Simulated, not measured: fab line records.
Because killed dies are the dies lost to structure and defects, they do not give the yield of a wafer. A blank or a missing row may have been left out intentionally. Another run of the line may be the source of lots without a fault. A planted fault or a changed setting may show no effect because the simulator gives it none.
fab line records	flow rit_cmos
record: lots: 14	wafers: 42	last_day: 7
route steps=202 shown ACTIVE@13 PWELL@45 GATE@96 NLDD@113 M1@202
lots untouched by any fault: they come from a run of this same line in which no faults occurred
start_h: hours from the record's opening day to when the first of the lot's shown wafers began	wait_h: hours elapsed since this lot's preceding step	" repeats the value in the row above	L1.1+2: several wafers, shown together as one row	- value missing, or start not given	* or withheld: withheld	< > ~ a bound
route shown NAME@n: a module of which the file shows steps, and the number in the route of the first	usual: the fault-free wafers' mean and standard deviation	same: alike in all rows	chamber/n: place in a boat	sites: per-site readings	_std_site: the values' standard deviation	_edge_site: mean of outer sites minus mean of inner sites	radius_mm: how far each site lies from the wafer's centre	mask NAME#n: copy n	behind: the tool/chamber that last shaped the wafer	hold: cause of the lot's hold/its duration in hours/its outcome	device: which transistor (n, p or np) failed to switch	end of line: tests run on the same wafers once the route is complete	a step with no rows: only its recipe	killed: dies lost to structure and defects at the first sort, not the wafer's yield	map: per-die view of a wafer (x killed, . not killed, _ where there is no die)
set.NAME: the setting as run; set.NAME@STEP: as run at that earlier step	model.NAME: the simulator's own value behind a step, which no gauge read
a sample of lots followed through the steps of the route, with each step as a table and each wafer as a row
services: a tool's chamber out of use, with start hour (start_h, from the record's first day; less than 0 if before it), hours out, and reason
== steps ==
step: RIT_ACTIVE_HARDBAKE_12
recipe: resist: NOVOLAK	temp_c: 140	time_s: 60
usual: heater_power_total_W: 62.54/0.047	plate_temp_C: 140.03/0.13	resist_line_temp_C: 23.00/0.11
lot.wafer	tool	chamber	start_h	wait_h	heater_power_total_W	plate_temp_C	resist_line_temp_C
L966.3	litho_track-03	0	14.73	0.1	62.55	140.11	22.84
L966.5	"	0	"	"	62.55	139.97	22.82
L966.6	"	0	"	"	62.55	139.86	22.75
L967.1	litho_track-04	0	19.56	0.1	62.57	139.99	22.97
L967.5	"	0	"	"	62.51	139.86	23.02
L967.6	"	0	"	"	62.56	139.83	22.87
L968.2	litho_track-03	0	24.58	0.1	62.52	140.10	22.97
L968.3	"	0	"	"	62.48	140.04	22.95
L968.6	"	0	"	"	62.61	140.26	22.89
L969.1	litho_track-02	0	29.91	0.1	62.61	139.93	22.97
L969.3	"	0	"	"	62.51	140.04	22.95
L969.6	"	0	"	"	62.53	140.05	23.03
L970.2	litho_track-03	0	38.61	0.1	62.61	140.21	22.99
L970.3	"	0	"	"	62.50	140.08	23.23
L970.4	"	0	"	"	62.59	140.06	23.09
L971.2	litho_track-03	0	41.44	0.1	62.49	139.98	23.16
L971.4	"	0	"	"	62.62	139.98	22.94
L971.5	"	0	"	"	62.63	140.22	23.16
L972.3	litho_track-04	0	45.83	0.1	62.51	140.25	22.68
L972.4	"	0	"	"	62.50	140.10	22.97
L972.6	"	0	"	"	62.62	140.30	22.91
L977.2	litho_track-03	0	70.47	0.1	64.49	143.28	23.09
L977.3	"	0	"	"	64.42	143.24	23.15
L977.5	"	0	"	"	64.43	143.20	22.87
L978.2	litho_track-03	0	74.72	0.1	64.35	143.21	22.95
L978.5	"	0	"	"	64.40	143.22	22.97
L978.6	"	0	"	"	64.38	143.18	22.95
L984.1	litho_track-04	0	104.68	0.1	62.52	139.83	23.04
L984.4	"	0	"	"	62.51	139.99	22.96
L984.5	"	0	"	"	62.57	139.90	23.04
L985.1	litho_track-04	0	109.80	0.2	62.59	140.00	22.92
L985.3	"	0	"	"	62.52	140.04	23.02
L985.6	"	0	"	"	62.49	140.16	22.82
L987.3	litho_track-02	0	119.77	0.1	62.53	140.07	23.10
L987.4	"	0	"	"	62.50	140.30	23.13
L987.6	"	0	"	"	62.54	139.82	23.08
L988.1	litho_track-02	0	124.68	0.1	62.56	139.88	22.89
L988.4	"	0	"	"	62.50	139.84	22.90
L988.6	"	0	"	"	62.56	139.76	22.91
L989.1	litho_track-04	0	129.56	0.1	62.53	140.18	23.03
L989.2	"	0	"	"	62.53	139.86	22.99
L989.6	"	0	"	"	62.51	140.01	22.88
step: RIT_PWELL_OVL_MEAS_06
usual: PWELL_OVL: -0.2/1.5
lot.wafer	tool	chamber	start_h	wait_h	PWELL_OVL[nm]
L966.3	overlay-01	-	22.32	-	2.1
L966.5	"	-	"	"	0.1
L966.6	"	-	"	"	0.9
L967.1	overlay-02	-	26.88	-	-0.7
L967.5	"	-	"	"	-0.7
L967.6	"	-	"	"	-2.3
L968.2	overlay-02	-	35.13	-	-2.0
L968.3	"	-	"	"	-2.7
L968.6	"	-	"	"	-3.6
L969.1	overlay-02	-	42.19	-	-1.6
L969.3	"	-	"	"	-1.9
L969.6	"	-	"	"	-0.2
L970.2	overlay-01	-	48.88	-	0.0
L970.3	"	-	"	"	1.8
L970.4	"	-	"	"	2.2
L971.2	overlay-02	-	48.95	-	-0.1
L971.4	"	-	"	"	-2.0
L971.5	"	-	"	"	-0.7
L972.3	overlay-01	-	54.32	-	2.5
L972.4	"	-	"	"	1.4
L972.6	"	-	"	"	1.8
L977.2	overlay-02	-	77.86	-	-1.3
L977.3	"	-	"	"	-0.6
L977.5	"	-	"	"	1.1
L978.2	overlay-02	-	82.70	-	-1.5
L978.5	"	-	"	"	-2.2
L978.6	"	-	"	"	-2.9
L984.1	overlay-01	-	112.25	-	1.1
L984.4	"	-	"	"	0.7
L984.5	"	-	"	"	-0.6
L985.1	overlay-01	-	118.31	-	1.1
L985.3	"	-	"	"	1.4
L985.6	"	-	"	"	0.5
L987.3	overlay-01	-	128.09	-	-0.1
L987.4	"	-	"	"	-0.5
L987.6	"	-	"	"	-0.9
L988.1	overlay-02	-	131.93	-	-0.2
L988.4	"	-	"	"	-0.4
L988.6	"	-	"	"	0.1
L989.1	overlay-02	-	136.86	-	-2.3
L989.2	"	-	"	"	-1.6
L989.6	"	-	"	"	-0.4
step: RIT_GATE_STRIP_20
recipe: chemistry: O2	time_s: 180	resist: NOVOLAK	platen_temp_c: withheld	power_w: 500	pressure_mtorr: 4000	o2_flow_sccm: 4000
usual: chamber_pressure_mTorr: 4000/3.6	drypump_motor_current_A: 6.0/0.6
lot.wafer	tool	chamber	start_h	wait_h	chamber_pressure_mTorr	drypump_motor_current_A	rf_hours_counter_h
L966.3	plasma_asher-02	0	41.94	0.1	4001	6.6	-
L966.5	"	0	"	"	4006	6.6	-
L966.6	"	1	"	"	3999	5.9	-
L967.1	plasma_asher-03	1	43.76	0.1	3999	6.2	37
L967.5	"	0	"	"	4001	4.8	-
L967.6	"	1	"	"	3998	6.3	-
L968.2	plasma_asher-01	0	52.61	0.1	4001	6.6	41
L968.3	"	0	"	"	3997	6.7	-
L968.6	"	1	"	"	3996	5.9	-
L969.1	plasma_asher-03	1	59.21	0.1	4000	6.2	39
L969.3	"	1	"	"	3997	6.2	-
L969.6	"	1	"	"	4001	6.2	-
L970.2	plasma_asher-01	1	63.45	0.1	4000	5.9	43
L970.3	"	0	"	"	4000	6.7	-
L970.4	"	1	"	"	4002	5.9	-
L971.2	plasma_asher-03	0	66.92	0.1	4003	4.8	40
L971.4	"	0	"	"	4001	4.9	-
L971.5	"	1	"	"	3995	6.3	-
L972.3	plasma_asher-01	1	69.55	0.1	4001	5.9	-
L972.4	"	0	"	"	4002	6.6	-
L972.6	"	0	"	"	3998	6.7	-
L977.2	plasma_asher-01	1	93.46	0.1	3998	5.9	46
L977.3	"	0	"	"	4005	6.7	-
L977.5	"	0	"	"	4006	6.7	-
L978.2	plasma_asher-02	1	97.84	0.1	4001	5.9	47
L978.5	"	1	"	"	4000	5.9	-
L978.6	"	0	"	"	4005	6.6	-
L984.1	plasma_asher-02	0	127.85	0.1	3996	6.7	51
L984.4	"	0	"	"	3998	6.7	-
L984.5	"	1	"	"	4000	5.9	-
L985.1	plasma_asher-01	0	132.68	0.1	4001	6.6	2
L985.3	"	0	"	"	4007	6.6	-
L985.6	"	1	"	"	3995	5.9	-
L987.3	plasma_asher-03	1	144.44	0.1	4004	6.3	-
L987.4	"	0	"	"	3997	4.9	-
L987.6	"	1	"	"	3996	6.3	-
L988.1	plasma_asher-03	1	148.63	0.1	3994	6.2	49
L988.4	"	1	"	"	4008	6.2	-
L988.6	"	0	"	"	4002	4.9	-
L989.1	plasma_asher-02	1	152.45	0.1	4003	5.9	53
L989.2	"	0	"	"	4003	6.6	53
L989.6	"	1	"	"	3991	5.9	-
step: RIT_NLDD_TW_MEAS_10
usual: NLDD_TW: 2463/14
lot.wafer	tool	chamber	start_h	wait_h	NLDD_TW
L966.3	film_metro-02	-	47.67	0.1	2449
L966.5	"	-	"	"	2440
L966.6	"	-	"	"	2437
L967.1	film_metro-04	-	49.54	0.1	2454
L967.5	"	-	"	"	2477
L967.6	"	-	"	"	2474
L968.2	film_metro-04	-	57.60	0.1	2466
L968.3	"	-	"	"	2463
L968.6	"	-	"	"	2458
L969.1	film_metro-01	-	64.01	0.1	2453
L969.3	"	-	"	"	2450
L969.6	"	-	"	"	2458
L970.2	film_metro-01	-	71.29	0.1	2445
L970.3	"	-	"	"	2459
L970.4	"	-	"	"	2449
L971.2	film_metro-01	-	73.26	0.1	2461
L971.4	"	-	"	"	2453
L971.5	"	-	"	"	2452
L972.3	film_metro-02	-	74.50	0.1	2445
L972.4	"	-	"	"	2448
L972.6	"	-	"	"	2458
L977.2	film_metro-04	-	98.57	0.1	2475
L977.3	"	-	"	"	2465
L977.5	"	-	"	"	2485
L978.2	film_metro-01	-	102.67	0.1	2437
L978.5	"	-	"	"	2455
L978.6	"	-	"	"	2455
L984.1	film_metro-04	-	132.72	0.1	2493
L984.4	"	-	"	"	2474
L984.5	"	-	"	"	2468
L985.1	film_metro-04	-	137.46	0.1	2482
L985.3	"	-	"	"	2483
L985.6	"	-	"	"	2466
L987.3	film_metro-04	-	149.22	0.1	2467
L987.4	"	-	"	"	2471
L987.6	"	-	"	"	2469
L988.1	film_metro-04	-	153.39	0.1	2481
L988.4	"	-	"	"	2470
L988.6	"	-	"	"	2485
L989.1	film_metro-01	-	157.49	0.1	2461
L989.2	"	-	"	"	2477
L989.6	"	-	"	"	2464
step: RIT_M1_PROBE_99
usual: killed_at_contacts: 0.2/0.38	killed_at_front_end: 6.7/3	killed_dies: 6.9/3	killed_open: 3.5/1.9	killed_short: 3.3/2
same: gross_dies: 264	killed_at_M0_to_M3: 0	killed_at_M4_up: 0	killed_at_back_side: 0	killed_at_other: 0
lot.wafer	tool	chamber	start_h	wait_h	killed_at_contacts	killed_at_front_end	killed_dies	killed_open	killed_short
L966.3	prober-02	-	64.18	0.2	0	7	7	3	4
L966.5	prober-02	-	64.28	0.2	0	15	15	6	9
L966.6	prober-02	-	64.33	0.2	0	8	8	4	4
L967.1	prober-02	-	65.41	0.1	1	5	6	2	3
L967.5	prober-02	-	65.61	0.2	0	4	4	3	1
L967.6	prober-02	-	65.66	0.2	0	3	3	0	2
L968.2	prober-01	-	73.72	0.1	0	14	14	3	11
L968.3	prober-01	-	73.77	0.2	0	15	15	9	6
L968.6	prober-01	-	73.92	0.2	0	6	6	3	3
L969.1	prober-02	-	79.33	0.1	0	6	6	3	3
L969.3	prober-02	-	79.43	0.2	0	9	9	8	1
L969.6	prober-02	-	79.58	0.2	0	8	8	4	4
L970.2	prober-01	-	86.66	0.1	0	8	8	5	3
L970.3	prober-01	-	86.71	0.2	0	7	7	2	5
L970.4	prober-01	-	86.76	0.2	1	9	10	8	2
L971.2	prober-02	-	89.03	0.1	0	9	9	4	5
L971.4	prober-02	-	89.13	0.2	0	7	7	3	4
L971.5	prober-02	-	89.18	0.2	0	4	4	2	2
L972.3	prober-01	-	89.68	0.2	0	5	5	4	1
L972.4	prober-01	-	89.73	0.2	0	3	3	3	0
L972.6	prober-01	-	89.83	0.2	0	1	1	0	1
L977.2	prober-02	-	113.90	0.1	0	6	6	1	5
L977.3	prober-02	-	113.95	0.2	1	6	7	5	2
L977.5	prober-02	-	114.05	0.2	0	5	5	5	0
L978.2	prober-01	-	118.22	0.1	0	10	10	5	5
L978.5	prober-01	-	118.37	0.2	0	4	4	3	1
L978.6	prober-01	-	118.42	0.2	0	11	11	5	6
L984.1	prober-01	-	149.40	0.1	0	10	10	5	5
L984.4	prober-01	-	149.55	0.2	0	4	4	3	1
L984.5	prober-01	-	149.60	0.2	0	9	9	4	5
L985.1	prober-02	-	152.57	0.1	0	3	3	2	1
L985.3	prober-02	-	152.67	0.2	1	9	10	6	4
L985.6	prober-02	-	152.82	0.2	0	7	7	4	3
L987.3	prober-02	-	164.98	0.2	0	3	3	2	1
L987.4	prober-02	-	165.03	0.2	0	7	7	3	4
L987.6	prober-02	-	165.13	0.2	1	6	7	5	2
L988.1	prober-01	-	168.75	0.1	1	8	9	4	4
L988.4	prober-01	-	168.90	0.2	0	4	4	2	2
L988.6	prober-01	-	169.00	0.2	1	3	4	1	3
L989.1	prober-02	-	172.33	0.1	0	10	10	6	4
L989.2	prober-02	-	172.38	0.1	0	12	12	5	7
L989.6	prober-02	-	172.58	0.2	0	10	10	5	5
killed by level:class
L966.3 SPACER:geometric_particle:short=3 REOX:geometric_particle:open=2 FOX1:geometric_particle:open=1 SILICIDE:geometric_particle:short=1
L966.5 SPACER:geometric_particle:short=4 GATE:geometric_particle:short=3 GATE:geometric_particle:open=3 SPACER:geometric_particle:open=3 SILICIDE:geometric_particle:short=2
L966.6 SPACER:geometric_particle:short=2 FOX1:geometric_particle:open=1 FOX2:geometric_particle:open=1 GATE:geometric_particle:short=1 GATE:geometric_particle:open=1 REOX:geometric_particle:short=1 SILICIDE:geometric_particle:open=1
L967.1 SPACER:geometric_particle:short=2 GATE:geometric_particle:short=1 SPACER:geometric_particle:open=1 CONTACT:geometric_particle:open=1 PWELL:coat_microbubble_printed=1
L967.5 SILICIDE:geometric_particle:open=2 FOX1:geometric_particle:open=1 REOX:geometric_particle:short=1
L967.6 FOX2:geometric_particle:short=1 GATE:geometric_particle:short=1 PWELL:coat_microbubble_printed=1
L968.2 REOX:geometric_particle:short=3 SPACER:geometric_particle:short=3 SILICIDE:geometric_particle:short=3 REOX:geometric_particle:open=2 FOX2:geometric_particle:open=1 FOX2:geometric_particle:short=1 GATE:geometric_particle:short=1
L968.3 SPACER:geometric_particle:open=5 GATE:geometric_particle:open=3 SPACER:geometric_particle:short=3 FOX2:geometric_particle:open=1 GATE:geometric_particle:short=1 REOX:geometric_particle:short=1 SILICIDE:geometric_particle:short=1
L968.6 GATE:geometric_particle:short=2 FOX2:geometric_particle:open=1 REOX:geometric_particle:open=1 REOX:geometric_particle:short=1 SILICIDE:geometric_particle:open=1
L969.1 REOX:geometric_particle:open=2 FOX2:geometric_particle:short=1 GATE:geometric_particle:open=1 GATE:geometric_particle:short=1 REOX:geometric_particle:short=1
L969.3 REOX:geometric_particle:open=5 GATE:geometric_particle:open=2 FOX2:geometric_particle:open=1 GATE:geometric_particle:short=1
L969.6 REOX:geometric_particle:open=4 REOX:geometric_particle:short=2 FOX1:geometric_particle:short=1 GATE:geometric_particle:short=1
L970.2 GATE:geometric_particle:open=2 SILICIDE:geometric_particle:open=2 GATE:geometric_particle:short=1 SPACER:geometric_particle:short=1 SPACER:geometric_particle:open=1 SILICIDE:geometric_particle:short=1
L970.3 FOX2:geometric_particle:short=2 FOX1:geometric_particle:short=1 GATE:geometric_particle:open=1 GATE:geometric_particle:short=1 SILICIDE:geometric_particle:short=1 SILICIDE:geometric_particle:open=1
L970.4 FOX1:geometric_particle:open=3 SPACER:geometric_particle:open=2 FOX2:geometric_particle:open=1 REOX:geometric_particle:short=1 REOX:geometric_particle:open=1 SPACER:geometric_particle:short=1 CONTACT:geometric_particle:open=1
L971.2 GATE:geometric_particle:short=3 GATE:geometric_particle:open=2 FOX1:geometric_particle:open=1 FOX2:geometric_particle:short=1 REOX:geometric_particle:short=1 SPACER:geometric_particle:open=1
L971.4 FOX2:geometric_particle:short=2 SILICIDE:geometric_particle:open=2 GATE:geometric_particle:open=1 GATE:geometric_particle:short=1 REOX:geometric_particle:short=1
L971.5 FOX2:geometric_particle:short=2 REOX:geometric_particle:open=1 SPACER:geometric_particle:open=1
L972.3 GATE:geometric_particle:open=3 GATE:geometric_particle:short=1 SPACER:geometric_particle:open=1
L972.4 SILICIDE:geometric_particle:open=2 SPACER:geometric_particle:open=1
L972.6 REOX:geometric_particle:short=1
L977.2 GATE:geometric_particle:short=2 REOX:geometric_particle:short=2 FOX1:geometric_particle:short=1 GATE:geometric_particle:open=1
L977.3 SPACER:geometric_particle:open=2 FOX1:geometric_particle:open=1 FOX2:geometric_particle:open=1 GATE:geometric_particle:short=1 GATE:geometric_particle:open=1 CONTACT:geometric_particle:short=1
L977.5 SPACER:geometric_particle:open=2 FOX1:geometric_particle:open=1 GATE:geometric_particle:open=1 REOX:geometric_particle:open=1
L978.2 GATE:geometric_particle:short=5 FOX2:geometric_particle:open=2 GATE:geometric_particle:open=2 REOX:geometric_particle:open=1
L978.5 GATE:geometric_particle:open=2 REOX:geometric_particle:short=1 REOX:geometric_particle:open=1
L978.6 GATE:geometric_particle:short=4 SPACER:geometric_particle:open=4 GATE:geometric_particle:open=1 REOX:geometric_particle:short=1 SILICIDE:geometric_particle:short=1
L984.1 GATE:geometric_particle:short=2 GATE:geometric_particle:open=2 REOX:geometric_particle:short=2 SPACER:geometric_particle:open=2 REOX:geometric_particle:open=1 SILICIDE:geometric_particle:short=1
L984.4 FOX2:geometric_particle:open=1 GATE:geometric_particle:short=1 GATE:geometric_particle:open=1 SILICIDE:geometric_particle:open=1
L984.5 GATE:geometric_particle:short=4 GATE:geometric_particle:open=2 REOX:geometric_particle:open=2 FOX1:geometric_particle:short=1
L985.1 FOX1:geometric_particle:open=2 SILICIDE:geometric_particle:short=1
L985.3 SILICIDE:geometric_particle:open=3 GATE:geometric_particle:short=1 GATE:geometric_particle:open=1 REOX:geometric_particle:short=1 REOX:geometric_particle:open=1 SPACER:geometric_particle:open=1 SILICIDE:geometric_particle:short=1 CONTACT:geometric_particle:short=1
L985.6 GATE:geometric_particle:open=2 SILICIDE:geometric_particle:open=2 GATE:geometric_particle:short=1 SPACER:geometric_particle:short=1 SILICIDE:geometric_particle:short=1
L987.3 FOX1:geometric_particle:open=1 REOX:geometric_particle:open=1 SPACER:geometric_particle:short=1
L987.4 GATE:geometric_particle:open=2 GATE:geometric_particle:short=2 FOX1:geometric_particle:short=1 REOX:geometric_particle:open=1 SILICIDE:geometric_particle:short=1
L987.6 GATE:geometric_particle:open=2 SILICIDE:geometric_particle:short=2 FOX1:geometric_particle:open=1 SPACER:geometric_particle:open=1 CONTACT:geometric_particle:open=1
L988.1 FOX1:geometric_particle:short=2 SPACER:geometric_particle:open=2 GATE:geometric_particle:open=1 GATE:geometric_particle:short=1 SILICIDE:geometric_particle:short=1 SILICIDE:geometric_particle:open=1 CONTACT:coat_microbubble_printed=1
L988.4 GATE:geometric_particle:open=1 SPACER:geometric_particle:open=1 SPACER:geometric_particle:short=1 SILICIDE:geometric_particle:short=1
L988.6 FOX1:geometric_particle:short=2 REOX:geometric_particle:open=1 CONTACT:geometric_particle:short=1
L989.1 SPACER:geometric_particle:open=3 REOX:geometric_particle:short=2 FOX1:geometric_particle:short=1 GATE:geometric_particle:open=1 REOX:geometric_particle:open=1 SILICIDE:geometric_particle:open=1 SILICIDE:geometric_particle:short=1
L989.2 GATE:geometric_particle:short=5 REOX:geometric_particle:short=2 REOX:geometric_particle:open=2 FOX2:geometric_particle:open=1 GATE:geometric_particle:open=1 SPACER:geometric_particle:open=1
L989.6 GATE:geometric_particle:short=3 GATE:geometric_particle:open=3 FOX1:geometric_particle:short=1 REOX:geometric_particle:open=1 SPACER:geometric_particle:short=1 SPACER:geometric_particle:open=1
== services ==
tool	chamber	start_h	hours	kind
plasma_asher-03	-	-1.87	13.1	repair
plasma_asher-01	-	4.08	0.6	repair
plasma_asher-01	-	108.75	9.0	pm
plasma_asher-01	0	108.75	9.0	vent_cycle
plasma_asher-01	1	108.75	9.0	vent_cycle
plasma_asher-01	0	117.75	-	clean
plasma_asher-01	1	117.75	-	clean
== key ==
first_sign: step: RIT_ACTIVE_HARDBAKE_12	reading: heater_power_total_W	direction: up	sigmas: 40	usual: 62.54	struck: 64.41
effect: step: RIT_ACTIVE_HARDBAKE_12	reading: plate_temp_C	direction: up	sigmas: 24	usual: *	struck: *
met_at RIT_ACTIVE_HARDBAKE_12
struck_lots L977,L978
tester_left_out L977,L978
not_acting_at RIT_PWELL_OVL_MEAS_06,RIT_GATE_STRIP_20,RIT_NLDD_TW_MEAS_10
onset_between 41.44 70.47
fault: kind: process_parameter_drift	tool: litho_track-03	chamber: -	onset_h: 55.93	steps: RIT_ACTIVE_HARDBAKE_12	channel: temp_c	offset: *	shape: step	end_h: 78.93	acts_in: *	stated: *
tester_left_out: of these lots the tester's yield and bins aren't shown, on N5 and GAA mostly nor the transistor test; their killed dies are dies lost to structure and defects alone, not to doping, threshold or leakage, so they don't give the yield
